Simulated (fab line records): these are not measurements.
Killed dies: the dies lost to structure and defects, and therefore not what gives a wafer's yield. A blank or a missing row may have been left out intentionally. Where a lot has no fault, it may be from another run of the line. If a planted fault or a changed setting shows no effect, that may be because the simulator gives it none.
Struck lot and sound lot, side by side + flow ritCmos + 17 steps out of a route of 202
Sound: these wafers, L687.3, L687.4, L687.6. Wafers L704.2, L704.3, L704.5 were the ones struck. The cause is named last.
Each step with rows lists, per side, the tool, then ch with its chambers, then its first start. Under that, the readings that differ: sound wafers + struck wafers + difference of the means + sigmas: that difference in standard deviations of wafers without a fault.
alike: readings with means less than 2 such deviations apart, plus words and numbers identical on both sides. not compared: withheld readings, readings lacking a value on some wafer, bounds such as >300 that could conceal the same value, and numbers that have no deviation in the record and whose values overlap.
A row with sigmas, a row that says differs or no value, or rows on one side alone: a step with any of these is where the two part. Numbers that don't overlap but have no deviation are shown without sigmas and don't part them. A reading missing from all wafers of one side parts the sides only when that side holds two or more wafers.

first, 1 step without rows for these wafers: RIT_PSD_IMPLANT_08.
RIT_PSD_STRIP_09: strips in O2, time 180 s.
  sound on plasmaAsher-02 ch 0,1, day 3 07:30; struck on plasmaAsher-01 ch 0,1, day 7 00:22
  alike: drypumpMotorCurrentA
  not compared: rfHoursCounterH
RIT_PSD_TW_MEAS_10:
  sound on filmMetro-04 at day 3 07:38; struck on filmMetro-01 at day 7 00:34
  alike: PSD_TW
then, 3 steps without rows for these wafers: RIT_SDANNEAL_CLEAN_00 (cleans in SC1, time 600 s); RIT_SDANNEAL_CLEAN_01 (cleans in dHF, time 30 s); RIT_SDANNEAL_CLEAN_02 (cleans in SC2, time 600 s).
RIT_SDANNEAL_RTA_03: time 5 s.
  sound on rtpAnneal-01 ch 0, day 3 08:04; struck on rtpAnneal-02 ch 0, day 7 00:59
  alike: wafer_temp_C_max
RIT_SDANNEAL_RS_MEAS_04: measurement is done with a four-point probe.
  sound on filmMetro-04 at day 3 08:08; struck on filmMetro-04 at day 7 01:08
  alike: PSD_RS
RIT_SDANNEAL_RS_MEAS_05: measurement is done with a four-point probe.
  sound on filmMetro-04 at day 3 08:16; struck on filmMetro-04 at day 7 01:15
  alike: NSD_RS
RIT_SDANNEAL_RS_MEAS_06: measurement is done with a four-point probe.
  sound on filmMetro-04 at day 3 08:23; struck on filmMetro-04 at day 7 01:22
  alike: PLDD_RS
RIT_SDANNEAL_RS_MEAS_07: measurement is done with a four-point probe.
  sound on filmMetro-04 at day 3 08:30; struck on filmMetro-04 at day 7 01:29
  alike: NLDD_RS
then, 1 step without rows for these wafers: RIT_SILICIDE_WET_ETCH_00 (etches SiO2 in BOE, target depth 14 nm, time 15 s).
RIT_SILICIDE_SPUTTER_01: material Ti, target thk 30 nm, time 240 s.
  sound on pvdSputter-02 at day 3 08:36; struck on pvdSputter-01 at day 7 01:36
| reading                                    | sound             | struck         | difference | sigmas |
|--------------------------------------------|-------------------|----------------|------------|--------|
| model.Ti_of_SILICIDE_SPUTTER_01.thkNm (nm) | 30.34 30.48 30.16 | 21 21.28 20.86 | -9         |        |
  alike: throttleValvePct
RIT_SILICIDE_RS_MEAS_02: measurement is done with a four-point probe.
  sound on filmMetro-03 at day 3 08:47; struck on filmMetro-02 at day 7 01:46
| reading                 | sound          | struck         | difference | sigmas |
|-------------------------|----------------|----------------|------------|--------|
| SILICIDE_TI_RS (ohm/sq) | 44.5 44.2 44.8 | 70.5 69.3 71.1 | +25.8      | +47    |
RIT_SILICIDE_THK_MEAS_03: measures by xrf.
  sound on filmMetro-03 at day 3 08:53; struck on filmMetro-02 at day 7 01:53
| reading              | sound          | struck         | difference | sigmas |
|----------------------|----------------|----------------|------------|--------|
| SILICIDE_TI_THK (nm) | 30.5 30.6 30.2 | 21.1 21.3 20.9 | -9.3       | -28    |
RIT_SILICIDE_RTA_04: time 10 s, ramp up 5 s, ramp down 5 s.
  sound on rtpAnneal-02 ch 0, day 3 08:57; struck on rtpAnneal-01 ch 0, day 7 01:57
  alike: wafer_temp_C_max
RIT_M1_PROBE_99:
  sound on prober-01 at day 3 15:52; struck on prober-01 at day 7 09:49
| reading                            | sound             | struck            | difference | sigmas |
|------------------------------------|-------------------|-------------------|------------|--------|
| model.etest.npolyLine.lineOhmUm    | 174.9 168.1 172.3 | 223.5 219.8 220.9 | +49.6      |        |
| model.etest.ppolyLine.lineOhmUm    | 165.9 162.5 164.6 | 214.9 207.6 209   | +46.2      |        |
| model.etest.contactNplus.endOhmUm  | 41.16 42.69 41.42 | 34.36 34.36 33.29 | -7.75      |        |
| model.etest.contactPplus.endOhmUm  | 44.25 45.12 44.91 | 35.42 35.68 35.39 | -9.26      |        |
| model.etest.ppolyLine.widthNm (nm) | 97.96 100.4 99.31 | 104.2 104.1 104.7 | +5.1       |        |
| model.etest.npolyLine.widthNm (nm) | 97.48 99.47 98.19 | 102.6 103.4 104.4 | +5.1       |        |
| model.etest.npolyLine.rsOhmSq      | 16.81 16.99 17.13 | 22.77 22.42 23.16 | +5.81      |        |
| model.etest.ppolyLine.rsOhmSq      | 16.32 16.38 16.45 | 21.86 21.51 22    | +5.41      |        |
  alike: killed_at_M0_to_M3, killedAtContacts, killedAtFrontEnd, killedDies, killedOpen, killedShort

== WHERE THEY PART ==
Last at RIT_SILICIDE_THK_MEAS_03 as far as this record goes, first at RIT_SILICIDE_RS_MEAS_02. Later steps at which nothing parts them and some readings are alike: RIT_SILICIDE_RTA_04, RIT_M1_PROBE_99.

WHY: whatever the simulator had introduced
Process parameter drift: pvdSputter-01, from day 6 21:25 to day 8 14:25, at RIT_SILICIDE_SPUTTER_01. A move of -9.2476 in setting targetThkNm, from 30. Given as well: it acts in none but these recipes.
